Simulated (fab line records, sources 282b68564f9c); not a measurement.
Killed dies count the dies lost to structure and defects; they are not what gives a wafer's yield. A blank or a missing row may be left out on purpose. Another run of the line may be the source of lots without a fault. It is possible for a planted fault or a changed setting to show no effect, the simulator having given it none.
Check of tool commonality :: flow rit cmos :: 13 lots, 39 wafers sampled

REASON FOR OPENING
2 of 13 lots carry a flag on the reading PLDD_RS at RIT_SDANNEAL_RS_MEAS_06. Fault-free wafers read 178.8 ohm/sq, with a standard deviation of 0.46.
Rule: a lot gets a flag if all its wafers with a number sit over 4 standard deviations from that mean, or if no wafer of it has a number. The rest of the lots are taken to be sound.

lot: L415
measured: day 3 06:18
on: film metro-03
PLDD_RS (ohm/sq), wafer by wafer: 178.3 178.2 178.6
flag: 

lot: L416
measured: day 3 10:49
on: film metro-03
PLDD_RS (ohm/sq), wafer by wafer: 178.6 179.2 179.4
flag: 

lot: L417
measured: day 3 16:10
on: film metro-03
PLDD_RS (ohm/sq), wafer by wafer: 179.5 179.6 179.8
flag: 

lot: L418
measured: day 3 22:14
on: film metro-01
PLDD_RS (ohm/sq), wafer by wafer: 178.2 178.8 178.5
flag: 

lot: L424
measured: day 5 05:34
on: film metro-04
PLDD_RS (ohm/sq), wafer by wafer: 171.6 171.8 171.6
flag: FLAGGED

lot: L425
measured: day 5 10:53
on: film metro-04
PLDD_RS (ohm/sq), wafer by wafer: 171.5 172.0 172.3
flag: FLAGGED

lot: L430
measured: day 6 12:55
on: film metro-03
PLDD_RS (ohm/sq), wafer by wafer: 178.7 178.9 178.9
flag: 

lot: L432
measured: day 7 04:06
on: film metro-01
PLDD_RS (ohm/sq), wafer by wafer: 179.1 178.2 179.0
flag: 

lot: L433
measured: day 7 14:31
on: film metro-03
PLDD_RS (ohm/sq), wafer by wafer: 179.5 178.2 179.1
flag: 

lot: L434
measured: day 7 21:52
on: film metro-03
PLDD_RS (ohm/sq), wafer by wafer: 179.2 178.6 178.6
flag: 

lot: L436
measured: day 8 09:49
on: film metro-03
PLDD_RS (ohm/sq), wafer by wafer: 178.6 178.2 178.6
flag: 

lot: L438
measured: day 8 15:41
on: film metro-04
PLDD_RS (ohm/sq), wafer by wafer: 178.4 178.6 178.8
flag: 

lot: L437
measured: day 8 16:08
on: film metro-01
PLDD_RS (ohm/sq), wafer by wafer: 178.8 178.7 178.7
flag: 
On average the flagged lots' numbers are 171.8 ohm/sq, which is -7.0 ohm/sq against the usual, or -15 standard deviations.

WHICH TOOL RAN EACH LOT
The record keeps 1 process step preceding the reading, out of 202 steps on the route. Each cell gives the tool, then ch followed by the chambers the sampled wafers passed through, then the start.
lot: L415
flag: 
RIT_PLDD_IMPLANT_08: implanter-03 ch 0, day 2 23:17

lot: L416
flag: 
RIT_PLDD_IMPLANT_08: implanter-03 ch 0, day 3 03:10

lot: L417
flag: 
RIT_PLDD_IMPLANT_08: implanter-01 ch 0, day 3 09:21

lot: L418
flag: 
RIT_PLDD_IMPLANT_08: implanter-01 ch 0, day 3 15:50

lot: L424
flag: FLAGGED
RIT_PLDD_IMPLANT_08: implanter-01 ch 0, day 4 22:56

lot: L425
flag: FLAGGED
RIT_PLDD_IMPLANT_08: implanter-01 ch 0, day 5 03:32

lot: L430
flag: 
RIT_PLDD_IMPLANT_08: implanter-02 ch 0, day 6 06:23

lot: L432
flag: 
RIT_PLDD_IMPLANT_08: implanter-02 ch 0, day 6 21:19

lot: L433
flag: 
RIT_PLDD_IMPLANT_08: implanter-02 ch 0, day 7 07:52

lot: L434
flag: 
RIT_PLDD_IMPLANT_08: implanter-02 ch 0, day 7 12:46

lot: L436
flag: 
RIT_PLDD_IMPLANT_08: implanter-01 ch 0, day 8 03:17

lot: L438
flag: 
RIT_PLDD_IMPLANT_08: implanter-02 ch 0, day 8 08:57

lot: L437
flag: 
RIT_PLDD_IMPLANT_08: implanter-01 ch 0, day 8 09:13
What is done by these steps:
- RIT_PLDD_IMPLANT_08
- RIT_SDANNEAL_RS_MEAS_06: measures by four-point-probe.

FLAGGED AGAINST TOTAL, ONE TOOL AT A TIME (gauges that did the reading follow at the end)
step: RIT_PLDD_IMPLANT_08
tool: implanter-01
lots run: 6
flagged: 2
share of the flagged lots: all
sound lots run after its first flagged lot: 2 (L436,L437)

step: RIT_PLDD_IMPLANT_08
tool: implanter-02
lots run: 5
flagged: 0
share of the flagged lots: none
sound lots run after its first flagged lot: -

step: RIT_PLDD_IMPLANT_08
tool: implanter-03
lots run: 2
flagged: 0
share of the flagged lots: none
sound lots run after its first flagged lot: -

step: RIT_SDANNEAL_RS_MEAS_06
tool: film metro-01
lots run: 3
flagged: 0
share of the flagged lots: none
sound lots run after its first flagged lot: -

step: RIT_SDANNEAL_RS_MEAS_06
tool: film metro-03
lots run: 7
flagged: 0
share of the flagged lots: none
sound lots run after its first flagged lot: -

step: RIT_SDANNEAL_RS_MEAS_06
tool: film metro-04
lots run: 3
flagged: 2
share of the flagged lots: all
sound lots run after its first flagged lot: 1 (L438)

WHAT THE TABLE PERMITS
2 rows of the table ran every flagged lot: implanter-01 at RIT_PLDD_IMPLANT_08, film metro-04 at RIT_SDANNEAL_RS_MEAS_06.
- implanter-01 at RIT_PLDD_IMPLANT_08: 2 of its 6 lots flagged. After the first flagged lot (L436, L437), sound lots still ran on it; a lasting fault on the whole tool would not permit that. Its own readings (beam energy keV) fall more than 4 standard deviations out on all wafers of the flagged lots.
- film metro-04 at RIT_SDANNEAL_RS_MEAS_06: 2 of its 3 lots flagged. After the first flagged lot (L438), sound lots still ran on it; a lasting fault on the whole tool would not permit that.
Every row of the table either missed a flagged lot or ran a sound lot after the first.

WHAT THE SIMULATOR HAD PUT IN
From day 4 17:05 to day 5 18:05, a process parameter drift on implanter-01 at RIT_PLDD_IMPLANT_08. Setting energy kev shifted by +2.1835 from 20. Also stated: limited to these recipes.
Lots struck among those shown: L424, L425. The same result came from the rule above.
